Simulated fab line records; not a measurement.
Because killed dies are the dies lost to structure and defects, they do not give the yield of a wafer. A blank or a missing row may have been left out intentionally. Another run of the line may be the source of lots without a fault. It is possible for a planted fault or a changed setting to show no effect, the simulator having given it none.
fab line records	flow rit_cmos	part 1 of 2: steps 1 to 26 of 38
record: lots: 5	wafers: 15	last_day: 8
route steps=202 shown GATE@89 REOX@98 NLDD@103 PLDD@114 SPACER@125
lots that met no fault: taken from a fault-free run of the same line
start_h: hours from the record's first day to the start of the lot's first wafer shown	wait_h: time in hours since the lot's previous step	" same as the row above	L1.1+2: one row covering several wafers at once	- no value present, or no start provided	* or withheld: withheld	< > ~ a bound
route shown NAME@n: names a module that has steps shown in the file, with the first one's number in the route	usual: mean and standard deviation over wafers with no fault	same: alike in all rows	chamber/n: place in a boat	sites: readings site by site	_std_site: standard deviation of those values	_edge_site: outer sites' mean less inner sites'	radius_mm: for every site, how far away it sits from the centre of the wafer	mask NAME#n: copy n	behind: the tool/chamber that last shaped the wafer	hold: why the lot was held/for how many hours/how that ended	device: the transistor (n, p or np) that didn't switch	end of line: tests of these same wafers at the route's end	a step without rows: its recipe alone	killed: not the wafer's yield, but the dies lost to structure and defects at the first sort	map: the dies of a wafer, with x for killed, . for not killed, _ for no die there
set.NAME: the run value of the setting; set.NAME@STEP: its run value at that earlier step	model.NAME: the simulator's own value behind a step, which no gauge read
a table for each step, a row for each wafer; lots at some steps of the route
services: when a tool's chamber went out of use (start_h, in hours from the record's first day, below 0 if earlier), for how many hours, and the reason
== steps ==
step: RIT_GATE_EXPOSE_13
recipe: mask_id: M6	na: 0.6	source_shape: conventional	sigma_outer: 0.6	target_cd_nm: 150	dose_mj: 380
usual: focus_offset_nm: 0.0/0.51
lot.wafer	tool	chamber	start_h	wait_h	mask	focus_offset_nm
L074.2	iline_stepper-01	0	44.08	0.2	M6#0	0.1
L074.3	"	0	"	"	M6#0	0.5
L074.5	"	0	"	"	M6#0	-0.4
L085.1	iline_stepper-01	0	92.34	0.2	M6#0	0.3
L085.3	"	0	"	"	M6#0	1.1
L085.5	"	0	"	"	M6#0	-0.3
L091.1	iline_stepper-01	0	135.95	0.1	M6#0	-0.4
L091.2	"	0	"	"	M6#0	-0.4
L091.6	"	0	"	"	M6#0	0.1
L096.1	iline_stepper-01	0	163.73	0.2	M6#0	0.4
L096.4	"	0	"	"	M6#0	0.4
L096.5	"	0	"	"	M6#0	0.1
L097.1	iline_stepper-01	0	172.46	0.1	M6#0	-0.3
L097.4	"	0	"	"	M6#0	-0.1
L097.6	"	0	"	"	M6#0	-0.5
step: RIT_GATE_PEB_14
recipe: resist: NOVOLAK	temp_c: withheld	time_s: withheld
usual: resist_line_temp_C: *
lot.wafer	tool	chamber	start_h	wait_h	resist_line_temp_C
L074.2	litho_track-02	0	44.20	0.1	*
L074.3	"	0	"	"	*
L074.5	"	0	"	"	*
L085.1	litho_track-02	0	92.45	0.1	*
L085.3	"	0	"	"	*
L085.5	"	0	"	"	*
L091.1	litho_track-03	0	136.07	0.1	*
L091.2	"	0	"	"	*
L091.6	"	0	"	"	*
L096.1	litho_track-02	0	163.85	0.1	*
L096.4	"	0	"	"	*
L096.5	"	0	"	"	*
L097.1	litho_track-02	0	172.62	0.1	*
L097.4	"	0	"	"	*
L097.6	"	0	"	"	*
step: RIT_GATE_DEVELOP_15
recipe: resist: NOVOLAK	develop_time_s: 50	dev_temp_c: 23
usual: resist_line_temp_C: 23.01/0.11
lot.wafer	tool	chamber	start_h	wait_h	resist_line_temp_C
L074.2	litho_track-02	0	-	-	23.09
L074.3	"	0	"	"	23.08
L074.5	"	0	"	"	23.07
L085.1	litho_track-02	0	-	-	22.99
L085.3	"	0	"	"	22.92
L085.5	"	0	"	"	22.98
L091.1	litho_track-03	0	-	-	23.06
L091.2	"	0	"	"	22.98
L091.6	"	0	"	"	23.15
L096.1	litho_track-02	0	-	-	22.99
L096.4	"	0	"	"	23.10
L096.5	"	0	"	"	23.04
L097.1	litho_track-02	0	-	-	22.94
L097.4	"	0	"	"	22.88
L097.6	"	0	"	"	22.88
step: RIT_GATE_CD_MEAS_16
recipe: target_cd_nm: 150
usual: cd_nm: 150.1/2.4
lot.wafer	tool	chamber	start_h	wait_h	cd_nm
L074.2	cd_sem-02	-	44.48	-	150.0
L074.3	"	-	"	"	148.9
L074.5	"	-	"	"	149.5
L085.1	cd_sem-01	-	92.74	-	151.7
L085.3	"	-	"	"	152.0
L085.5	"	-	"	"	154.2
L091.1	cd_sem-01	-	136.35	-	148.1
L091.2	"	-	"	"	148.1
L091.6	"	-	"	"	147.3
L096.1	cd_sem-02	-	164.13	-	154.8
L096.4	"	-	"	"	152.7
L096.5	"	-	"	"	153.8
L097.1	cd_sem-02	-	172.90	-	149.8
L097.4	"	-	"	"	150.0
L097.6	"	-	"	"	149.1
step: RIT_GATE_OVL_MEAS_17
usual: GATE_OVL: -0.1/1.3
lot.wafer	tool	chamber	start_h	wait_h	GATE_OVL[nm]
L074.2	overlay-02	-	44.58	0.1	-0.2
L074.3	"	-	"	"	-1.4
L074.5	"	-	"	"	-1.7
L085.1	overlay-01	-	92.86	0.1	1.1
L085.3	"	-	"	"	0.9
L085.5	"	-	"	"	0.0
L091.1	overlay-02	-	136.47	0.1	-2.4
L091.2	"	-	"	"	-1.4
L091.6	"	-	"	"	-1.1
L096.1	overlay-01	-	164.25	0.1	-0.5
L096.4	"	-	"	"	-1.1
L096.5	"	-	"	"	-2.2
L097.1	overlay-01	-	173.02	0.1	-2.0
L097.4	"	-	"	"	-0.5
L097.6	"	-	"	"	-2.4
step: RIT_GATE_HARDBAKE_18
recipe: resist: NOVOLAK	temp_c: 140	time_s: 60
usual: resist_line_temp_C: 23.01/0.11
lot.wafer	tool	chamber	start_h	wait_h	resist_line_temp_C
L074.2	litho_track-03	0	44.64	0.0	23.05
L074.3	"	0	"	"	22.95
L074.5	"	0	"	"	22.95
L085.1	litho_track-04	0	92.89	0.0	23.04
L085.3	"	0	"	"	23.01
L085.5	"	0	"	"	22.93
L091.1	litho_track-04	0	136.51	0.0	23.05
L091.2	"	0	"	"	22.96
L091.6	"	0	"	"	23.09
L096.1	litho_track-02	0	164.29	0.0	23.06
L096.4	"	0	"	"	23.14
L096.5	"	0	"	"	23.20
L097.1	litho_track-03	0	173.06	0.0	22.85
L097.4	"	0	"	"	22.83
L097.6	"	0	"	"	22.68
step: RIT_GATE_ETCH_19
recipe: chemistry: SF6/CHF3/O2	time_s: 165	SF6_flow_sccm: 30	CHF3_flow_sccm: 30	O2_flow_sccm: 5	target: poly-Si	pressure_mtorr: 40	rf_w: 160	target_depth_a: 3125	over_etch_frac: 0.25	stop_on: SiO2
usual: drypump_motor_current_A: 5.7/0.61	oes_product_au: 0.847/0.014	throttle_valve_pct: 10.23/0.15
same: over_etch_frac: 0.25
lot.wafer	tool	chamber	start_h	wait_h	drypump_motor_current_A	oes_product_au	rf_hours_counter_h	throttle_valve_pct
L074.2	rie_si-01	0	44.76	0.1	6.1	0.851	78	10.38
L074.3	"	2	"	"	5.0	0.857	3	10.04
L074.5	"	0	"	"	6.2	0.855	-	10.40
L085.1	rie_si-02	2	93.04	0.1	5.9	0.832	31	10.06
L085.3	"	1	"	"	6.4	0.863	76	10.35
L085.5	"	0	"	"	5.6	0.854	-	10.43
L091.1	rie_si-02	1	136.66	0.1	6.4	0.837	76	10.34
L091.2	"	2	"	"	5.9	0.836	31	10.04
L091.6	"	1	"	"	6.4	0.838	-	10.35
L096.1	rie_si-01	3	164.44	0.1	4.7	0.846	86	10.06
L096.4	"	1	"	"	6.5	0.859	62	10.32
L096.5	"	3	"	"	4.7	0.857	-	10.05
L097.1	rie_si-02	3	173.21	0.1	5.4	0.858	0	10.20
L097.4	"	2	"	"	5.9	0.831	31	10.05
L097.6	"	2	"	"	5.9	0.857	-	10.05
step: RIT_GATE_STRIP_20
recipe: chemistry: O2	time_s: 180	resist: NOVOLAK	platen_temp_c: withheld	power_w: 500	pressure_mtorr: 4000	o2_flow_sccm: 4000
usual: drypump_motor_current_A: 5.8/0.51
lot.wafer	tool	chamber	start_h	wait_h	drypump_motor_current_A	rf_hours_counter_h
L074.2	plasma_asher-04	0	44.87	0.1	5.8	41
L074.3	"	1	"	"	5.9	-
L074.5	"	0	"	"	5.8	-
L085.1	plasma_asher-03	1	93.15	0.1	5.9	33
L085.3	"	0	"	"	6.4	-
L085.5	"	0	"	"	6.4	-
L091.1	plasma_asher-01	0	136.77	0.1	4.8	46
L091.2	"	1	"	"	6.0	46
L091.6	"	1	"	"	6.0	-
L096.1	plasma_asher-04	0	164.55	0.1	5.8	4
L096.4	"	1	"	"	5.9	-
L096.5	"	0	"	"	5.8	-
L097.1	plasma_asher-04	1	173.32	0.1	5.9	5
L097.4	"	1	"	"	5.9	-
L097.6	"	1	"	"	5.9	-
step: RIT_GATE_CD_MEAS_90
recipe: target_cd_nm: 150
usual: cd_nm: 150.1/2.3
lot.wafer	tool	chamber	start_h	wait_h	cd_nm
L074.2	cd_sem-02	-	45.07	0.1	149.7
L074.3	"	-	"	"	149.2
L074.5	"	-	"	"	149.2
L085.1	cd_sem-01	-	93.33	0.1	151.4
L085.3	"	-	"	"	152.0
L085.5	"	-	"	"	153.5
L091.1	cd_sem-02	-	136.94	0.1	148.4
L091.2	"	-	"	"	148.1
L091.6	"	-	"	"	147.4
L096.1	cd_sem-02	-	164.72	0.1	154.9
L096.4	"	-	"	"	152.2
L096.5	"	-	"	"	153.6
L097.1	cd_sem-02	-	173.49	0.1	149.4
L097.4	"	-	"	"	149.6
L097.6	"	-	"	"	149.1
step: RIT_REOX_CLEAN_00
recipe: chemistry: SC1	mix: 3:3:50	time_s: 600	temp_c: 75
lot.wafer	tool	chamber	start_h	wait_h
L074.2+3+5	wet_bench-01	0	45.17	0.1
L085.1+3+5	wet_bench-01	0	93.45	0.1
L091.1+2+6	wet_bench-04	3	137.06	0.1
L096.1+4+5	wet_bench-01	0	164.84	0.1
L097.1+4+6	wet_bench-01	1	173.61	0.1
step: RIT_REOX_CLEAN_01
recipe: chemistry: dHF	dilution: 50:1	time_s: 30
lot.wafer	tool	chamber	start_h	wait_h
L074.2+3+5	wet_bench-04	0	45.34	0.0
L085.1+3+5	wet_bench-04	0	93.62	0.0
L091.1+2+6	wet_bench-02	2	137.24	0.0
L096.1+4+5	wet_bench-02	2	165.03	0.0
L097.1+4+6	wet_bench-02	0	173.80	0.0
step: RIT_REOX_CLEAN_02
recipe: chemistry: SC2	mix: 3:3:50	time_s: 600	temp_c: 75	dry: n2_spin
lot.wafer	tool	chamber	start_h	wait_h
L074.2+3+5	wet_bench-01	0	45.36	0.0
L085.1+3+5	wet_bench-01	0	93.64	0.0
L091.1+2+6	wet_bench-04	3	137.26	0.0
L096.1+4+5	wet_bench-04	2	165.05	0.0
L097.1+4+6	wet_bench-04	2	173.82	0.0
step: RIT_REOX_OXIDATION_03
recipe: temp_c: 900	ambient: O2	target_thk_a: 252	ox_time_s: 5580
usual: spike_tc_load_C: 924.1/3	spike_tc_source_C: 923.8/1.7	tube_center_temp_C_max: 902.4/0.43	zone_power_load_pct: 27.3/0.51
lot.wafer	tool	chamber	start_h	wait_h	spike_tc_load_C	spike_tc_source_C	tube_center_temp_C_max	zone_power_load_pct
L074.2	furnace-01	0	48.60	3.1	927.8	925.2	901.8	27.0
L074.3	"	0	"	"	927.1	924.3	902.1	27.0
L074.5	"	0	"	"	927.4	925.7	902.6	26.8
L085.1	furnace-01	0	94.18	0.4	927.6	925.3	901.9	27.0
L085.3	"	0	"	"	928.2	925.4	902.0	27.1
L085.5	"	0	"	"	924.8	924.1	902.7	27.0
L091.1	furnace-01	0	140.44	3.0	927.2	927.3	902.6	27.3
L091.2	"	0	"	"	926.8	926.2	902.0	26.9
L091.6	"	0	"	"	926.1	925.1	902.0	26.9
L096.1	furnace-01	0	169.15	3.9	927.3	924.6	902.5	26.9
L096.4	"	0	"	"	926.2	926.1	902.5	27.0
L096.5	"	0	"	"	926.4	924.8	902.0	27.3
L097.1	furnace-03	0	176.16	2.2	921.4	921.9	902.1	27.9
L097.4	"	0	"	"	923.2	922.6	902.3	28.1
L097.6	"	0	"	"	923.0	923.6	902.2	27.9
step: RIT_REOX_THK_MEAS_04
recipe: reads: SiO2_of_REOX_OXIDATION_03
usual: REOX_OXIDE_THK: 25.1/0.37
lot.wafer	tool	chamber	start_h	wait_h	REOX_OXIDE_THK[nm]
L074.2	film_metro-01	-	51.16	0.0	25.3
L074.3	"	-	"	"	25.4
L074.5	"	-	"	"	25.0
L085.1	film_metro-03	-	96.73	0.0	25.3
L085.3	"	-	"	"	25.5
L085.5	"	-	"	"	24.9
L091.1	film_metro-01	-	142.99	0.0	24.7
L091.2	"	-	"	"	25.3
L091.6	"	-	"	"	25.3
L096.1	film_metro-01	-	171.70	0.0	25.5
L096.4	"	-	"	"	25.5
L096.5	"	-	"	"	25.3
L097.1	film_metro-01	-	178.71	0.0	24.8
L097.4	"	-	"	"	24.9
L097.6	"	-	"	"	25.2
step: RIT_NLDD_HMDS_00
recipe: prime_time_s: 60	prime_temp_c: 140
usual: resist_line_temp_C: 23.01/0.098
same: prime_time_s: 60
lot.wafer	tool	chamber	start_h	wait_h	resist_line_temp_C
L074.2	litho_track-01	0	51.24	0.1	22.98
L074.3	"	0	"	"	22.98
L074.5	"	0	"	"	23.15
L085.1	litho_track-03	0	96.83	0.1	23.04
L085.3	"	0	"	"	23.11
L085.5	"	0	"	"	23.13
L091.1	litho_track-02	0	143.05	0.1	23.06
L091.2	"	0	"	"	23.20
L091.6	"	0	"	"	23.04
L096.1	litho_track-01	0	171.76	0.1	22.95
L096.4	"	0	"	"	23.05
L096.5	"	0	"	"	23.13
L097.1	litho_track-03	0	178.77	0.1	23.00
L097.4	"	0	"	"	22.98
L097.6	"	0	"	"	22.98
step: RIT_NLDD_COAT_01
recipe: resist: NOVOLAK	spin_rpm: 3250	resist_thk_nm: 1000
usual: dispense_pressure_kPa: 50.4/0.65	resist_line_temp_C: 22.99/0.11
lot.wafer	tool	chamber	start_h	wait_h	dispense_pressure_kPa	resist_line_temp_C
L074.2	litho_track-01	0	51.39	0.1	49.8	22.91
L074.3	"	0	"	"	49.9	23.08
L074.5	"	0	"	"	49.8	22.99
L085.1	litho_track-03	0	96.98	0.1	50.1	22.96
L085.3	"	0	"	"	50.1	22.91
L085.5	"	0	"	"	50.1	23.07
L091.1	litho_track-02	0	143.20	0.1	51.4	22.92
L091.2	"	0	"	"	51.4	23.12
L091.6	"	0	"	"	51.4	22.93
L096.1	litho_track-01	0	171.91	0.1	49.8	22.74
L096.4	"	0	"	"	49.8	22.85
L096.5	"	0	"	"	49.8	22.88
L097.1	litho_track-03	0	178.92	0.1	50.0	22.93
L097.4	"	0	"	"	50.1	23.03
L097.6	"	0	"	"	50.1	22.99
step: RIT_NLDD_SOFTBAKE_02
recipe: resist: NOVOLAK	temp_c: 90	time_s: 60
usual: resist_line_temp_C: 22.98/0.11
lot.wafer	tool	chamber	start_h	wait_h	resist_line_temp_C
L074.2	litho_track-01	0	51.54	0.1	23.04
L074.3	"	0	"	"	23.07
L074.5	"	0	"	"	22.97
L085.1	litho_track-03	0	97.13	0.1	22.82
L085.3	"	0	"	"	22.97
L085.5	"	0	"	"	22.90
L091.1	litho_track-02	0	143.35	0.1	23.08
L091.2	"	0	"	"	23.02
L091.6	"	0	"	"	22.86
L096.1	litho_track-01	0	172.06	0.1	22.85
L096.4	"	0	"	"	22.81
L096.5	"	0	"	"	22.99
L097.1	litho_track-03	0	179.07	0.1	22.98
L097.4	"	0	"	"	23.12
L097.6	"	0	"	"	23.08
step: RIT_NLDD_EXPOSE_03
recipe: mask_id: M7	na: 0.57	target_cd_nm: 40700	dose_mj: 250
usual: focus_offset_nm: 0.0/0.57
lot.wafer	tool	chamber	start_h	wait_h	mask	focus_offset_nm
L074.2	iline_stepper-01	0	51.81	0.2	M7#0	-0.6
L074.3	"	0	"	"	M7#0	-0.8
L074.5	"	0	"	"	M7#0	-0.7
L085.1	iline_stepper-01	0	97.28	0.1	M7#0	0.1
L085.3	"	0	"	"	M7#0	0.3
L085.5	"	0	"	"	M7#0	-0.2
L091.1	iline_stepper-01	0	143.50	0.1	M7#0	1.0
L091.2	"	0	"	"	M7#0	0.9
L091.6	"	0	"	"	M7#0	1.1
L096.1	iline_stepper-02	0	172.34	0.2	M7#0	0.0
L096.4	"	0	"	"	M7#0	-0.1
L096.5	"	0	"	"	M7#0	-0.6
L097.1	iline_stepper-01	0	179.35	0.2	M7#0	-0.6
L097.4	"	0	"	"	M7#0	0.9
L097.6	"	0	"	"	M7#0	-0.3
step: RIT_NLDD_PEB_04
recipe: resist: NOVOLAK	temp_c: withheld	time_s: withheld
usual: resist_line_temp_C: *
lot.wafer	tool	chamber	start_h	wait_h	resist_line_temp_C
L074.2	litho_track-01	0	51.93	0.1	*
L074.3	"	0	"	"	*
L074.5	"	0	"	"	*
L085.1	litho_track-01	0	97.40	0.1	*
L085.3	"	0	"	"	*
L085.5	"	0	"	"	*
L091.1	litho_track-01	0	143.61	0.1	*
L091.2	"	0	"	"	*
L091.6	"	0	"	"	*
L096.1	litho_track-03	0	172.46	0.1	*
L096.4	"	0	"	"	*
L096.5	"	0	"	"	*
L097.1	litho_track-03	0	179.46	0.1	*
L097.4	"	0	"	"	*
L097.6	"	0	"	"	*
step: RIT_NLDD_DEVELOP_05
recipe: resist: NOVOLAK	develop_time_s: 50	dev_temp_c: 23
usual: resist_line_temp_C: 23.01/0.11
lot.wafer	tool	chamber	start_h	wait_h	resist_line_temp_C
L074.2	litho_track-01	0	-	-	22.94
L074.3	"	0	"	"	22.93
L074.5	"	0	"	"	22.86
L085.1	litho_track-01	0	-	-	22.93
L085.3	"	0	"	"	23.12
L085.5	"	0	"	"	22.96
L091.1	litho_track-01	0	-	-	23.20
L091.2	"	0	"	"	23.07
L091.6	"	0	"	"	23.14
L096.1	litho_track-03	0	-	-	23.05
L096.4	"	0	"	"	23.30
L096.5	"	0	"	"	23.06
L097.1	litho_track-03	0	-	-	22.95
L097.4	"	0	"	"	22.81
L097.6	"	0	"	"	22.74
step: RIT_NLDD_OVL_MEAS_06
usual: NLDD_OVL: 0.2/1.4
lot.wafer	tool	chamber	start_h	wait_h	NLDD_OVL[nm]
L074.2	overlay-02	-	52.19	-	0.4
L074.3	"	-	"	"	1.3
L074.5	"	-	"	"	1.5
L085.1	overlay-02	-	97.68	-	1.9
L085.3	"	-	"	"	0.8
L085.5	"	-	"	"	1.3
L091.1	overlay-02	-	143.90	-	0.0
L091.2	"	-	"	"	2.7
L091.6	"	-	"	"	2.5
L096.1	overlay-02	-	172.75	-	-1.4
L096.4	"	-	"	"	0.0
L096.5	"	-	"	"	-0.4
L097.1	overlay-02	-	179.75	-	-1.1
L097.4	"	-	"	"	1.0
L097.6	"	-	"	"	0.3
step: RIT_NLDD_HARDBAKE_07
recipe: resist: NOVOLAK	temp_c: 140	time_s: 60
usual: resist_line_temp_C: 22.99/0.12
lot.wafer	tool	chamber	start_h	wait_h	resist_line_temp_C
L074.2	litho_track-01	0	52.25	0.0	22.95
L074.3	"	0	"	"	23.14
L074.5	"	0	"	"	23.16
L085.1	litho_track-03	0	97.72	0.0	23.03
L085.3	"	0	"	"	23.06
L085.5	"	0	"	"	22.91
L091.1	litho_track-03	0	143.93	0.0	23.10
L091.2	"	0	"	"	23.07
L091.6	"	0	"	"	23.00
L096.1	litho_track-01	0	172.78	0.0	23.09
L096.4	"	0	"	"	23.32
L096.5	"	0	"	"	23.24
L097.1	litho_track-03	0	179.78	0.0	22.92
L097.4	"	0	"	"	23.04
L097.6	"	0	"	"	22.93
step: RIT_NLDD_IMPLANT_08
recipe: species: P	energy_kev: 20	dose_cm2: 5e+14	tilt_deg: 7
lot.wafer	tool	chamber	start_h	wait_h
L074.2+3+5	implanter-02	0	52.40	0.1
L085.1+3+5	implanter-01	0	97.87	0.1
L091.1+2+6	implanter-02	0	144.08	0.1
L096.1+4+5	implanter-02	0	172.93	0.1
L097.1+4+6	implanter-01	0	179.93	0.1
step: RIT_NLDD_STRIP_09
recipe: chemistry: O2	time_s: 180	resist: NOVOLAK	platen_temp_c: withheld	power_w: 500	pressure_mtorr: 4000	o2_flow_sccm: 4000
usual: drypump_motor_current_A: 5.98/0.25
lot.wafer	tool	chamber	start_h	wait_h	drypump_motor_current_A	rf_hours_counter_h
L074.2	plasma_asher-04	1	52.52	0.1	5.89	42
L074.3	"	0	"	"	5.78	-
L074.5	"	0	"	"	5.78	-
L085.1	plasma_asher-03	0	98.02	0.1	6.37	34
L085.3	"	0	"	"	6.37	-
L085.5	"	1	"	"	5.98	-
L091.1	plasma_asher-02	1	144.23	0.1	5.62	47
L091.2	"	0	"	"	5.81	47
L091.6	"	1	"	"	5.62	-
L096.1	plasma_asher-03	1	173.08	0.1	5.94	40
L096.4	"	1	"	"	5.93	-
L096.5	"	0	"	"	6.41	-
L097.1	plasma_asher-03	1	180.08	0.1	5.94	41
L097.4	"	0	"	"	6.40	-
L097.6	"	1	"	"	5.91	-
step: RIT_NLDD_TW_MEAS_10
usual: NLDD_TW: 2497/21
lot.wafer	tool	chamber	start_h	wait_h	NLDD_TW
L074.2	film_metro-03	-	52.71	0.1	2508
L074.3	"	-	"	"	2523
L074.5	"	-	"	"	2512
L085.1	film_metro-02	-	98.19	0.1	2490
L085.3	"	-	"	"	2493
L085.5	"	-	"	"	2491
L091.1	film_metro-04	-	144.41	0.1	2479
L091.2	"	-	"	"	2494
L091.6	"	-	"	"	2473
L096.1	film_metro-04	-	173.26	0.1	2479
L096.4	"	-	"	"	2463
L096.5	"	-	"	"	2470
L097.1	film_metro-03	-	180.26	0.1	2540
L097.4	"	-	"	"	2535
L097.6	"	-	"	"	2522
step: RIT_PLDD_HMDS_00
recipe: prime_time_s: 60	prime_temp_c: 140
usual: resist_line_temp_C: 23.00/0.11
same: prime_time_s: 60
lot.wafer	tool	chamber	start_h	wait_h	resist_line_temp_C
L074.2	litho_track-02	0	52.78	0.1	23.01
L074.3	"	0	"	"	23.00
L074.5	"	0	"	"	23.15
L085.1	litho_track-02	0	98.25	0.1	22.83
L085.3	"	0	"	"	22.86
L085.5	"	0	"	"	22.84
L091.1	litho_track-04	0	144.47	0.1	23.06
L091.2	"	0	"	"	22.98
L091.6	"	0	"	"	23.12
L096.1	litho_track-01	0	173.41	0.1	22.89
L096.4	"	0	"	"	22.72
L096.5	"	0	"	"	22.78
L097.1	litho_track-01	0	180.32	0.1	23.05
L097.4	"	0	"	"	22.92
L097.6	"	0	"	"	23.12
